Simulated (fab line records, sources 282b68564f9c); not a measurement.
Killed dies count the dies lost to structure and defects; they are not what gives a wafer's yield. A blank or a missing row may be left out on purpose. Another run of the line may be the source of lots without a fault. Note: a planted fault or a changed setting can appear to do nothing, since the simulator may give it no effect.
Split-lot study + flow rit_cmos + on a route of 202 steps: 5 lots, 23 wafers read

ABOUT THE SPLIT
At RIT_PWELL_COAT_01 (resist thk 1300 nm), the setting spin_rpm was moved away from the recipe's 2000 rpm on 10 of the 23 wafers read, by -4.0% to +5.4%. All remaining wafers had this setting at the recipe value.

FROM THE SPLIT TO THE READING: what the file shows between them, 3 steps
- RIT_PWELL_SOFTBAKE_02: time 60 s
- RIT_PWELL_EXPOSE_03: exposes mask M3, target cd 43700 nm
- RIT_PWELL_DEVELOP_05: develop time 68 s

THE READING
NOVOLAK_of_PWELL_COAT_01.thk_nm (the simulator's own value, which no gauge read), in nm, at RIT_PWELL_HARDBAKE_07 (time 120 s). The file gives no usual value for it. Here, 13 wafers ran the recipe; their average is 1137 nm with a standard deviation of 1.5 nm.

| wafer  | tool, chamber at the split | spin_rpm as run, rpm | against the recipe | NOVOLAK_of_PWELL_COAT_01.thk_nm, nm | against lot-mates on the recipe |
|--------|----------------------------|----------------------|--------------------|-------------------------------------|---------------------------------|
| L074.1 | litho_track-02, 0          | 2000                 | recipe             | 1136                                | -                               |
| L074.2 | litho_track-02, 0          | 2000                 | recipe             | 1137                                | -                               |
| L074.4 | litho_track-02, 0          | 2000                 | recipe             | 1137                                | -                               |
| L076.1 | litho_track-01, 0          | 2000                 | recipe             | 1140                                | -                               |
| L076.2 | litho_track-01, 0          | 2107                 | +5.4%              | 1108                                | -30                             |
| L076.4 | litho_track-01, 0          | 2107                 | +5.4%              | 1110                                | -28                             |
| L076.5 | litho_track-01, 0          | 2107                 | +5.4%              | 1105                                | -33                             |
| L076.6 | litho_track-01, 0          | 2000                 | recipe             | 1136                                | -                               |
| L078.1 | litho_track-02, 0          | 1955                 | -2.2%              | 1148                                | +12                             |
| L078.2 | litho_track-02, 0          | 1955                 | -2.2%              | 1150                                | +14                             |
| L078.3 | litho_track-02, 0          | 2000                 | recipe             | 1137                                | -                               |
| L078.4 | litho_track-02, 0          | 2000                 | recipe             | 1135                                | -                               |
| L078.5 | litho_track-02, 0          | 2000                 | recipe             | 1136                                | -                               |
| L084.1 | litho_track-02, 0          | 2000                 | recipe             | 1139                                | -                               |
| L084.2 | litho_track-02, 0          | 2075                 | +3.8%              | 1114                                | -24                             |
| L084.6 | litho_track-02, 0          | 2075                 | +3.8%              | 1114                                | -24                             |
| L084.4 | litho_track-02, 0          | 2075                 | +3.8%              | 1119                                | -20                             |
| L084.5 | litho_track-02, 0          | 2000                 | recipe             | 1138                                | -                               |
| L085.1 | litho_track-01, 0          | 2000                 | recipe             | 1139                                | -                               |
| L085.2 | litho_track-01, 0          | 2000                 | recipe             | 1137                                | -                               |
| L085.3 | litho_track-01, 0          | 2000                 | recipe             | 1140                                | -                               |
| L085.5 | litho_track-01, 0          | 1919                 | -4.0%              | 1161                                | +22                             |
| L085.6 | litho_track-01, 0          | 1919                 | -4.0%              | 1162                                | +23                             |

THE FIT
A straight line over all 23 wafers: NOVOLAK_of_PWELL_COAT_01.thk_nm changes by -5.67 nm for each +1% of spin_rpm; r = -0.99; the points scatter about the line by 1.8 nm.
The same after taking each lot's own level away (the mean of its wafers on the recipe; 23 wafers): -5.76 nm for each +1%; r = -1.00; scatter 1.6 nm.
On that fit, the largest move of spin_rpm shifts the reading by 31 nm.
Measured against the standard deviation above, the lots' own levels, which go from 1136.0 to 1138.7 nm, span 1.7 times it.
The two slopes agree, so the slope changes little with the lot-to-lot level.
Check: with one of the wafers moved furthest among these (+5.4%) left out of the fit, the line predicts -31.2 nm for it against its lot-mates. Against them it came out at -30 nm.

ADDITIONAL SPLITS CARRIED BY THESE WAFERS
These wafers also went through other splits before the reading. Each is held against what the fit with the lots' levels taken away leaves over:
| other split on the same wafers  | wafers away from the commonest value | r with NOVOLAK_of_PWELL_COAT_01.thk_nm (lot level and that fit taken away) |
|---------------------------------|--------------------------------------|----------------------------------------------------------------------------|
| RIT_ACTIVE_CVD_03 temp_c        | 10                                   | -0.16                                                                      |
| RIT_ACTIVE_HMDS_05 prime_time_s | 5                                    | -0.14                                                                      |
| RIT_NWELL_IMPLANT_08 dose_cm2   | 9                                    | +0.13                                                                      |

THE WHOLE CHAIN: every reading that the file lists as answering this split, in the file's order
| step                  | what it does       | reading                                                                          | change (the file's fit)              | r (the file's) |
|-----------------------|--------------------|----------------------------------------------------------------------------------|--------------------------------------|----------------|
| RIT_PWELL_COAT_01     | resist thk 1300 nm | NOVOLAK_of_PWELL_COAT_01.thk_nm (the simulator's own value, which no gauge read) | -6.65 nm for each +1% of the setting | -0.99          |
| RIT_PWELL_HARDBAKE_07 | time 120 s         | NOVOLAK_of_PWELL_COAT_01.thk_nm (the simulator's own value, which no gauge read) | -5.73 nm for each +1% of the setting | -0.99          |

THE FILE'S OWN FIT
NOVOLAK_of_PWELL_COAT_01.thk_nm changes by -5.73 nm for each +1% of spin_rpm, r = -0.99.
